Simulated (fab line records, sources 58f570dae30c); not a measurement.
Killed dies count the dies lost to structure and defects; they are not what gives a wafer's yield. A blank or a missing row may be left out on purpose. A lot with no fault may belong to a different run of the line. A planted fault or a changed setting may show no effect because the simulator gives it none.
fab line records + flow berkeley-cmos170 + part 2 of 2: steps 28 to 38 of 38
[record]
- lots = 5
- wafers = 15
- last-day = 12
route steps=331 shown PWELL@47 WELLDRIVE@55 ACTIVE@60 PFIELD@79
lots untouched by any fault: they come from a run of this same line in which no faults occurred
start-h: start of the lot's first displayed wafer, in hours after the record's first day + wait-h: hours since the lot's step before + " repeats the value in the row above + L1.1+2: one row covering several wafers at once + - either no value or no given start + * or withheld: withheld + < > ~ a bound
route shown NAME@n: a module of which the file shows steps, and the number in the route of the first + usual: mean/standard deviation taken from wafers without a fault + same: alike in all rows + chamber/n: place in a boat + sites: per-site readings + _std_site: standard deviation of those values + _edge_site: the outer-site mean with the inner-site mean subtracted + radius-mm: for every site, how far away it sits from the centre of the wafer + mask NAME#n: copy n + behind: the last tool/chamber to shape the wafer + hold: why the lot went on hold/how many hours it stayed there/how the hold came to an end + device: names the non-switching transistor (n, p or np) + end of line: the route-end tests of the same wafers + a step with no rows: only its recipe + killed: count of dies lost to structure and defects at first sort (not the wafer's yield) + map: dies across one wafer; x = killed, . = not, _ = none there
set.NAME: the setting that was run; set.NAME@STEP: the one run at that earlier step + model.NAME: the simulator's own value behind a step, which no gauge read
a table for each step, a row for each wafer; lots at some steps of the route
services: when a tool's chamber went out of use (start-h, in hours from the record's first day, below 0 if earlier), for how many hours, and the reason
[[steps]]
[step UCB170_ACTIVE_OVL_MEAS_14]
[usual]
- ACTIVE_OVL = 2/7.2
| lot.wafer | tool       | chamber | start-h | wait-h | ACTIVE_OVL[nm] |
|-----------|------------|---------|---------|--------|----------------|
| L079.3    | overlay-01 | -       | 123.67  | 0.1    | -15            |
| L079.4    | "          | -       | "       | "      | -8             |
| L079.5    | "          | -       | "       | "      | -14            |
| L085.1    | overlay-01 | -       | 156.97  | 0.1    | 12             |
| L085.3    | "          | -       | "       | "      | 13             |
| L085.6    | "          | -       | "       | "      | 4              |
| L086.1    | overlay-01 | -       | 157.27  | 0.1    | 7              |
| L086.3    | "          | -       | "       | "      | 7              |
| L086.4    | "          | -       | "       | "      | 0              |
| L092.1    | overlay-02 | -       | 180.38  | 0.1    | 10             |
| L092.5    | "          | -       | "       | "      | 17             |
| L092.6    | "          | -       | "       | "      | 12             |
| L094.1    | overlay-02 | -       | 197.64  | 0.1    | 3              |
| L094.2    | "          | -       | "       | "      | -8             |
| L094.4    | "          | -       | "       | "      | -10            |
[step UCB170_ACTIVE_ETCH_15]
[recipe]
- chemistry = CH3F/Ar/O2
- target = Si3N4
- stop-on = SiO2
- CH3F_flow_sccm = 20
- Ar_flow_sccm = 50
- O2_flow_sccm = 7
- pressure-mtorr = 50
- rf-w = 450
- target-depth-a = 2420
- over-etch-frac = 0.1
- time-s = 151
[usual]
- CH3F_flow_sccm = 20.01/0.058
- drypump-motor-current-A = 5.6/0.47
- oes-product-au = 0.936/0.015
- throttle-valve-pct = 8.09/0.091
| lot.wafer | tool        | chamber | start-h | wait-h | CH3F_flow_sccm | drypump-motor-current-A | oes-product-au | rf-hours-counter-h | throttle-valve-pct |
|-----------|-------------|---------|---------|--------|----------------|-------------------------|----------------|--------------------|--------------------|
| L079.3    | rie-diel-01 | 2       | 123.69  | 0.0    | 20.01          | 5.0                     | 0.953          | 104                | 8.10               |
| L079.4    | "           | 3       | "       | "      | 20.05          | 5.0                     | 0.930          | 14                 | 8.02               |
| L079.5    | "           | 3       | "       | "      | 19.97          | 5.0                     | 0.929          | -                  | 8.01               |
| L085.1    | rie-diel-02 | 3       | 157.01  | 0.0    | 19.94          | 5.5                     | 0.933          | 5                  | 8.15               |
| L085.3    | "           | 1       | "       | "      | 20.01          | 5.3                     | 0.933          | 10                 | 8.12               |
| L085.6    | "           | 0       | "       | "      | 20.12          | 6.4                     | 0.961          | -                  | 8.04               |
| L086.1    | rie-diel-04 | 2       | 157.31  | 0.0    | 19.92          | 5.8                     | 0.952          | 82                 | 8.24               |
| L086.3    | "           | 1       | "       | "      | 20.06          | 6.4                     | 0.913          | 117                | 8.07               |
| L086.4    | "           | 3       | "       | "      | 20.07          | 5.2                     | 0.938          | 112                | 7.97               |
| L092.1    | rie-diel-01 | 3       | 180.42  | 0.0    | 20.04          | 5.1                     | 0.932          | 16                 | 8.00               |
| L092.5    | "           | 0       | "       | "      | 20.10          | 5.2                     | 0.918          | -                  | 7.98               |
| L092.6    | "           | 3       | "       | "      | 20.02          | 5.1                     | 0.927          | -                  | 8.03               |
| L094.1    | rie-diel-04 | 1       | 197.68  | 0.0    | 20.11          | 6.4                     | 0.908          | 119                | 8.06               |
| L094.2    | "           | 2       | "       | "      | 20.01          | 5.8                     | 0.944          | 83                 | 8.26               |
| L094.4    | "           | 3       | "       | "      | 20.04          | 5.2                     | 0.926          | 113                | 7.98               |
[step UCB170_ACTIVE_STRIP_16]
[recipe]
- chemistry = O2
- power-w = 400
- pressure-mtorr = 3500
- platen-temp-c = withheld
- o2-flow-sccm = 400
- overash-fraction = 0.5
[usual]
- drypump-motor-current-A = 6.2/0.33
- o2-flow-sccm = 400.2/1.1
- oes-product-au = 0.720/0.0042
- strip-time-to-endpoint-s = 18.13/0.11
| lot.wafer | tool            | chamber | start-h | wait-h | drypump-motor-current-A | o2-flow-sccm | oes-product-au | rf-hours-counter-h | strip-time-to-endpoint-s |
|-----------|-----------------|---------|---------|--------|-------------------------|--------------|----------------|--------------------|--------------------------|
| L079.3    | plasma-asher-02 | 1       | 123.83  | 0.1    | 6.6                     | 400.2        | 0.724          | -                  | 18.12                    |
| L079.4    | "               | 0       | "       | "      | 6.4                     | 400.8        | 0.717          | -                  | 17.73                    |
| L079.5    | "               | 1       | "       | "      | 6.5                     | 398.9        | 0.718          | -                  | 17.88                    |
| L085.1    | plasma-asher-02 | 1       | 157.11  | 0.1    | 6.5                     | 401.3        | 0.724          | 39                 | 18.20                    |
| L085.3    | "               | 1       | "       | "      | 6.6                     | 400.5        | 0.721          | -                  | 18.18                    |
| L085.6    | "               | 0       | "       | "      | 6.4                     | 400.8        | 0.715          | -                  | 18.10                    |
| L086.1    | plasma-asher-03 | 1       | 157.41  | 0.1    | 5.8                     | 400.2        | 0.726          | 4                  | 18.12                    |
| L086.3    | "               | 1       | "       | "      | 5.8                     | 399.1        | 0.711          | -                  | 18.23                    |
| L086.4    | "               | 0       | "       | "      | 6.4                     | 400.3        | 0.717          | -                  | 18.18                    |
| L092.1    | plasma-asher-04 | 1       | 180.52  | 0.1    | 6.0                     | 400.5        | 0.724          | 44                 | 17.87                    |
| L092.5    | "               | 0       | "       | "      | 5.7                     | 398.2        | 0.714          | -                  | 18.14                    |
| L092.6    | "               | 1       | "       | "      | 6.0                     | 399.2        | 0.720          | -                  | 17.93                    |
| L094.1    | plasma-asher-04 | 1       | 197.78  | 0.1    | 6.0                     | 399.6        | 0.721          | 46                 | 18.26                    |
| L094.2    | "               | 0       | "       | "      | 5.7                     | 398.5        | 0.719          | 46                 | 18.17                    |
| L094.4    | "               | 0       | "       | "      | 5.7                     | 400.4        | 0.722          | -                  | 18.26                    |
[step UCB170_ACTIVE_CD_MEAS_90]
[recipe]
- target-cd-nm = 1200
[usual]
- cd-nm = 1200.1/1.4
| lot.wafer | tool      | chamber | start-h | wait-h | cd-nm  |
|-----------|-----------|---------|---------|--------|--------|
| L079.3    | cd-sem-01 | -       | 123.93  | 0.1    | 1201.4 |
| L079.4    | "         | -       | "       | "      | 1199.7 |
| L079.5    | "         | -       | "       | "      | 1200.7 |
| L085.1    | cd-sem-01 | -       | 157.21  | 0.1    | 1202.8 |
| L085.3    | "         | -       | "       | "      | 1202.3 |
| L085.6    | "         | -       | "       | "      | 1202.0 |
| L086.1    | cd-sem-01 | -       | 157.51  | 0.1    | 1199.6 |
| L086.3    | "         | -       | "       | "      | 1200.2 |
| L086.4    | "         | -       | "       | "      | 1198.7 |
| L092.1    | cd-sem-02 | -       | 180.62  | 0.1    | 1197.6 |
| L092.5    | "         | -       | "       | "      | 1198.0 |
| L092.6    | "         | -       | "       | "      | 1199.1 |
| L094.1    | cd-sem-01 | -       | 197.88  | 0.1    | 1202.2 |
| L094.2    | "         | -       | "       | "      | 1202.9 |
| L094.4    | "         | -       | "       | "      | 1203.4 |
[step UCB170_ACTIVE_CLEAN_17]
[recipe]
- chemistry = SPM
- temp-c = 120
- time-s = 600
[usual]
- bath-guard-temp-C = 120.1/0.56
| lot.wafer | tool         | chamber | start-h | wait-h | bath-guard-temp-C |
|-----------|--------------|---------|---------|--------|-------------------|
| L079.3    | wet-bench-04 | 3       | 124.16  | 0.2    | 119.7             |
| L079.4    | "            | 3       | "       | "      | 119.9             |
| L079.5    | "            | 3       | "       | "      | 119.9             |
| L085.1    | wet-bench-02 | 2       | 157.36  | 0.1    | 120.0             |
| L085.3    | "            | 2       | "       | "      | 120.1             |
| L085.6    | "            | 2       | "       | "      | 119.9             |
| L086.1    | wet-bench-04 | 1       | 157.63  | 0.1    | 120.2             |
| L086.3    | "            | 1       | "       | "      | 119.9             |
| L086.4    | "            | 1       | "       | "      | 120.2             |
| L092.1    | wet-bench-01 | 3       | 180.74  | 0.1    | 120.5             |
| L092.5    | "            | 3       | "       | "      | 120.5             |
| L092.6    | "            | 3       | "       | "      | 120.5             |
| L094.1    | wet-bench-02 | 3       | 198.00  | 0.1    | 120.8             |
| L094.2    | "            | 3       | "       | "      | 121.0             |
| L094.4    | "            | 3       | "       | "      | 121.1             |
[step UCB170_PFIELD_HMDS_00]
[recipe]
- prime-time-s = 60
- prime-temp-c = 100
| lot.wafer  | tool           | chamber | start-h | wait-h |
|------------|----------------|---------|---------|--------|
| L079.3+4+5 | litho-track-02 | 0       | 124.40  | 0.1    |
| L085.1+3+6 | litho-track-04 | 0       | 157.73  | 0.2    |
| L086.1+3+4 | litho-track-01 | 0       | 158.18  | 0.4    |
| L092.1+5+6 | litho-track-02 | 0       | 180.92  | 0.0    |
| L094.1+2+4 | litho-track-04 | 0       | 198.70  | 0.5    |
[step UCB170_PFIELD_COAT_01]
[recipe]
- resist = KrF
- spin-rpm = 1500
- resist-thk-nm = 900
| lot.wafer  | tool           | chamber | start-h | wait-h |
|------------|----------------|---------|---------|--------|
| L079.3+4+5 | litho-track-02 | 0       | 124.55  | 0.1    |
| L085.1+3+6 | litho-track-04 | 0       | 157.88  | 0.1    |
| L086.1+3+4 | litho-track-01 | 0       | 158.33  | 0.1    |
| L092.1+5+6 | litho-track-02 | 0       | 181.07  | 0.1    |
| L094.1+2+4 | litho-track-04 | 0       | 198.85  | 0.1    |
[step UCB170_PFIELD_SOFTBAKE_02]
[recipe]
- resist = KrF
- temp-c = 130
- time-s = 60
| lot.wafer  | tool           | chamber | start-h | wait-h |
|------------|----------------|---------|---------|--------|
| L079.3+4+5 | litho-track-02 | 0       | 124.70  | 0.1    |
| L085.1+3+6 | litho-track-04 | 0       | 158.03  | 0.1    |
| L086.1+3+4 | litho-track-01 | 0       | 158.48  | 0.1    |
| L092.1+5+6 | litho-track-02 | 0       | 181.22  | 0.1    |
| L094.1+2+4 | litho-track-04 | 0       | 199.00  | 0.1    |
[step UCB170_PFIELD_EXPOSE_03]
[recipe]
- mask-id = PFIELD
- na = 0.5
- sigma-outer = 0.6
- source-shape = conventional
- target-cd-nm = 1500
- dose-mj = 30
[usual]
- focus-offset-nm = -0.1/0.54
| lot.wafer | tool           | chamber | start-h | wait-h | mask     | focus-offset-nm |
|-----------|----------------|---------|---------|--------|----------|-----------------|
| L079.3    | krf-scanner-02 | 0       | 124.96  | 0.2    | PFIELD#0 | 0.2             |
| L079.4    | "              | 0       | "       | "      | PFIELD#0 | 1.1             |
| L079.5    | "              | 0       | "       | "      | PFIELD#0 | 0.5             |
| L085.1    | krf-scanner-01 | 0       | 158.18  | 0.1    | PFIELD#0 | -0.8            |
| L085.3    | "              | 0       | "       | "      | PFIELD#0 | -0.7            |
| L085.6    | "              | 0       | "       | "      | PFIELD#0 | -0.3            |
| L086.1    | krf-scanner-01 | 0       | 158.63  | 0.1    | PFIELD#0 | -0.8            |
| L086.3    | "              | 0       | "       | "      | PFIELD#0 | -0.6            |
| L086.4    | "              | 0       | "       | "      | PFIELD#0 | -0.3            |
| L092.1    | krf-scanner-01 | 0       | 181.49  | 0.2    | PFIELD#0 | -0.5            |
| L092.5    | "              | 0       | "       | "      | PFIELD#0 | -0.6            |
| L092.6    | "              | 0       | "       | "      | PFIELD#0 | -1.3            |
| L094.1    | krf-scanner-02 | 0       | 200.28  | 1.3    | PFIELD#0 | 0.3             |
| L094.2    | "              | 0       | "       | "      | PFIELD#0 | 0.0             |
| L094.4    | "              | 0       | "       | "      | PFIELD#0 | 0.3             |
[step UCB170_PFIELD_PEB_04]
[recipe]
- peb-temp-c = 130
- peb-time-s = withheld
- resist = KrF
| lot.wafer  | tool           | chamber | start-h | wait-h |
|------------|----------------|---------|---------|--------|
| L079.3+4+5 | litho-track-02 | 0       | 125.09  | 0.1    |
| L085.1+3+6 | litho-track-04 | 0       | 158.46  | 0.3    |
| L086.1+3+4 | litho-track-04 | 0       | 158.75  | 0.1    |
| L092.1+5+6 | litho-track-02 | 0       | 181.61  | 0.1    |
| L094.1+2+4 | litho-track-02 | 0       | 200.47  | 0.2    |
[step UCB170_PFIELD_DEVELOP_05]
[recipe]
- developer = TMAH
- develop-time-s = 45
- resist = KrF
- dev-temp-c = 21
| lot.wafer  | tool           | chamber | start-h | wait-h |
|------------|----------------|---------|---------|--------|
| L079.3+4+5 | litho-track-02 | 0       | -       | -      |
| L085.1+3+6 | litho-track-04 | 0       | -       | -      |
| L086.1+3+4 | litho-track-04 | 0       | -       | -      |
| L092.1+5+6 | litho-track-02 | 0       | -       | -      |
| L094.1+2+4 | litho-track-02 | 0       | -       | -      |
[[services]]
| tool            | chamber | start-h | hours | kind   |
|-----------------|---------|---------|-------|--------|
| plasma-asher-04 | -       | 68.76   | 23.1  | pm     |
| implanter-04    | -       | 77.47   | 1.9   | repair |
| furnace-01      | -       | 78.09   | 4.0   | pm     |
| rie-diel-02     | -       | 78.25   | 0.4   | repair |
| plasma-asher-02 | -       | 83.59   | 6.3   | repair |
| implanter-02    | -       | 108.67  | 4.3   | pm     |
| krf-scanner-01  | -       | 110.50  | 4.0   | pm     |
| furnace-04      | -       | 113.56  | 4.4   | pm     |
| rie-diel-04     | 2       | 124.23  | 17.3  | repair |
| furnace-02      | -       | 126.89  | 4.3   | pm     |
| krf-scanner-02  | -       | 134.86  | 0.3   | repair |
| krf-scanner-01  | -       | 143.11  | 1.0   | pm     |
| furnace-04      | -       | 143.70  | 2.4   | pm     |
| krf-scanner-02  | -       | 148.27  | 0.4   | repair |
| plasma-asher-02 | -       | 162.91  | 2.0   | repair |
| plasma-asher-04 | -       | 169.08  | 2.8   | pm     |
| rie-diel-01     | 2       | 175.11  | 5.3   | repair |
| implanter-04    | -       | 177.65  | 3.9   | repair |
| rie-diel-04     | 3       | 178.86  | 4.2   | repair |
| rie-diel-04     | -       | 179.82  | 1.8   | repair |
| krf-scanner-02  | -       | 180.71  | 2.8   | repair |
| krf-scanner-02  | -       | 191.50  | 1.3   | repair |
| krf-scanner-01  | -       | 196.63  | 0.8   | pm     |
| krf-scanner-02  | -       | 197.38  | 1.3   | pm     |
